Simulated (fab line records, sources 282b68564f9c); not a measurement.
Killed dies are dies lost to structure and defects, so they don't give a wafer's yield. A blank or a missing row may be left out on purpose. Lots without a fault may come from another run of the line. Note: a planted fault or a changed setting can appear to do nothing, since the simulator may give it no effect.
Problem report in the 8D (eight disciplines) form, filled by code	flow rit_cmos	the parts of the form that need people (team, actions taken, sign-off) are left out

## 1. WHAT WENT WRONG
At RIT_M1_PROBE_99, killed_dies averages 34.0 over 4 wafers from 3 lots, while fault-free wafers read 6.3, standard deviation 2.7. Measured from the usual mean, that is +10 standard deviations.
Earliest sighting: wafer L274.6 on prober-01 at day 5 14:38. Wafers with a number at this step in the record: 43, from 15 lots. The rule behind "out" and "out of limits": a value lying over 4 standard deviations away from the usual mean. Any other wafer with a number is counted as sound.

## 2. WHAT IT IS, WHAT IT ISN'T
question	is	is not
which readings at this step	killed_dies, killed_at_front_end	killed_open, killed_short
which lots	L274, L275, L276	L266, L267, L269, L270, L273, L278, L283, L284, L285, L286, L287, L288
which wafers of those lots	L274.6, L275.3, L275.6, L276.4	L274.4, L274.5, L275.5, L276.3, L276.6
read on which tools	prober-01, prober-02	-
when	from day 5 14:38	up to then (17 sound wafers); but 22 sound wafers of L275, L276, L278, L283, L284, L285, L286, L287, L288 came after

## 3. SUSPECTS, AND WHAT RULES EACH OUT
Counting: any tool at a process step up to the reading remains a suspect provided it ran every lot that is out. Sound lots after the first of them don't rule it out here, since some wafers of a struck lot are sound.
- plasma_asher-04 at RIT_NSD_STRIP_09 (strips in O2, time 180 s): kept. It processed each lot that is out (first: L274, day 5 04:44); up to then, its last sound lot is L273 (day 4 23:05).
- At RIT_NSD_STRIP_09 on plasma_asher-04, chamber 1 took the sound wafers of the same lots and chamber 0 took the wafers that are out.
Left after counting: plasma_asher-04 at RIT_NSD_STRIP_09.

## 4. THE CAUSE (what the simulator had put in)
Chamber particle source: plasma_asher-04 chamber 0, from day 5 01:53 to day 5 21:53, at RIT_NSD_STRIP_09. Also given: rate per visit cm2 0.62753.
This tool alone remained once counting was done.

## 5. THE EFFECT CHAIN, in route order
Each row: a reading where the mean over the struck wafers with a number is more than 3 standard deviations away from the usual. Scope: only readings with a usual standard deviation given in the record; hours: median across lots of the time from each lot's start at the first step in this table that gives one to its start at this step; sigmas: change in usual standard deviations.
hours	step	reading	usual	on struck wafers	change	sigmas
0	RIT_M1_PROBE_99	killed_at_front_end	6.2	33.8	+27.6	+9.8
0	RIT_M1_PROBE_99	killed_dies	6.3	34.0	+27.7	+10
Here are the process steps it includes:
- RIT_M1_PROBE_99

## 6. HOW IT WOULD HAVE BEEN CAUGHT EARLIER
13 hours passed between the start of the fault at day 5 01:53 and the first reading out of limits in this record, taken at day 5 14:38.
An alarm limit of 4 standard deviations would not have fired on the tool readings at RIT_NSD_STRIP_09 for which the record gives a usual standard deviation, since none of them was out on any struck wafer.
All the lots that are out (3) had begun RIT_NSD_STRIP_09 on plasma_asher-04 by day 5 14:38. Tool hold at that time: it would have spared none of them.
